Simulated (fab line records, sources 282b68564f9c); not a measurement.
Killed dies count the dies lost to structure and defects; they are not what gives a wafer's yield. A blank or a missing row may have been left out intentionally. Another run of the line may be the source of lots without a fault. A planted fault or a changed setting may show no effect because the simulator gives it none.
A struck lot beside a sound one + flow rit-cmos + 15 steps out of a route of 202
Sound: these wafers, L867.2, L867.5, L867.6. Wafers struck: L865.2, L865.3, L865.6. Last of all comes the cause.
Order at every step that has rows: each side's tool, ch and its chambers, its first start. Under that, the readings that differ: sound wafers + struck wafers + difference of the means + sigmas: that difference in standard deviations of wafers without a fault.
alike: readings with means less than 2 such deviations apart, plus words and numbers identical on both sides. not compared: withheld readings, readings lacking a value on some wafer, bounds such as >300 that could conceal the same value, and numbers that have no deviation in the record and whose values overlap.
Wherever a step has rows on one side only, a row that says differs or no value, or a row with sigmas, the two part there. When numbers do not overlap yet have no deviation, they are printed without sigmas and do not part them. Lack of a reading on every wafer of one side parts them only where that side has two or more wafers.

RIT_GATE_THK_MEAS_07:
  struck on film-metro-03, day 4 20:19; sound on film-metro-04, day 5 07:02
  alike: GATE_OXIDE_THK
then, 1 step without rows for these wafers: RIT_GATE_CVD_08 (deposits poly-Si from SiH4, target thk 250 nm, time 2220 s).
RIT_GATE_THK_MEAS_09:
  struck on film-metro-01, day 4 21:59; sound on film-metro-04, day 5 10:44
  alike: GATE_POLY_THK
then, 6 steps without rows for these wafers: RIT_GATE_HMDS_10 (prime time 60 s); RIT_GATE_COAT_11 (resist thk 850 nm); RIT_GATE_SOFTBAKE_12 (time 60 s); RIT_GATE_EXPOSE_13 (exposes mask M6, target cd 150 nm); RIT_GATE_PEB_14; RIT_GATE_DEVELOP_15 (develop time 50 s).
RIT_GATE_CD_MEAS_16: target cd 150 nm.
  struck on cd-sem-02, day 4 22:55; sound on cd-sem-01, day 5 11:59
  alike: cd-nm
RIT_GATE_OVL_MEAS_17:
  struck on overlay-01, day 4 23:01; sound on overlay-01, day 5 12:05
  alike: GATE_OVL
then, 1 step without rows for these wafers: RIT_GATE_HARDBAKE_18 (time 60 s).
RIT_GATE_ETCH_19: etches poly-Si in SF6/CHF3/O2, stops on SiO2, time 165 s, target depth 312.5 nm.
  sound on rie-si-02 ch 1,2, day 5 12:16; struck on rie-si-01 ch 0,2, day 4 23:12
| reading                                   | sound             | struck            | difference | sigmas      |
|-------------------------------------------|-------------------|-------------------|------------|-------------|
| oes-product-au (a.u.)                     | 0.818 0.852 0.824 | 0.691 0.699 0.695 | -0.136     | -10         |
| run-length-s (s)                          | 193.9 193.9 193.2 | 239.6 239.9 239.7 | +46.1      | +99 or more |
| model.NOVOLAK_of_GATE_COAT_11.thk-nm (nm) | 668.5 668.1 667.8 | 647.5 647.6 648.5 | -20.3      |             |
  alike: CHF3_flow_sccm, drypump-motor-current-A, throttle-valve-pct
  not compared: rf-hours-counter-h
RIT_GATE_STRIP_20: strips in O2, time 180 s.
  sound on plasma-asher-02 ch 0,1, day 5 12:23; struck on plasma-asher-02 ch 0, day 4 23:18
  alike: drypump-motor-current-A
  not compared: rf-hours-counter-h
RIT_M1_PROBE_99:
  struck on prober-02, day 5 20:17; sound on prober-01, day 6 09:58
| reading                             | sound             | struck            | difference | sigmas |
|-------------------------------------|-------------------|-------------------|------------|--------|
| model.etest.pmos-turned.r-on-ohm-um | 3371 3417 3310    | 3164 3181 3099    | -218       |        |
| model.etest.pmos_0p3.r-on-ohm-um    | 6322 6358 6268    | 6091 6005 5960    | -297       |        |
| model.etest.pmos_0p15.r-on-ohm-um   | 2815 2788 2727    | 2607 2609 2533    | -194       |        |
| model.etest.pmos_0p15.drive-ua-um   | 252.5 253.1 258   | 279.3 276.4 283.6 | +25.2      |        |
| model.etest.pmos-turned.drive-ua-um | 192.6 189.8 199.4 | 216.1 213.3 219   | +22.2      |        |
| model.etest.pwell-pinched.rs-ohm-sq | 446.6 458.9 455.8 | 480.2 471.4 467.1 | +19.1      |        |
| model.etest.nwell-pinched.rs-ohm-sq | 336.8 336.8 338.6 | 356.9 350.1 351.1 | +15.3      |        |
| model.etest.pmos-narrow.drive-ua-um | 99.86 101.4 102.5 | 106 106.3 106.9   | +5         |        |
  alike: killed-at-contacts, killed-at-front-end, killed-dies, killed-open, killed-short

WHERE THEY PART
Only at RIT_GATE_ETCH_19, as far as this record shows. Later steps at which nothing parts them and some readings are alike: RIT_GATE_STRIP_20, RIT_M1_PROBE_99.

WHY: whatever the simulator had introduced
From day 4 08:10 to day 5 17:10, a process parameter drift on rie-si-01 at RIT_GATE_ETCH_19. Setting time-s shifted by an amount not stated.
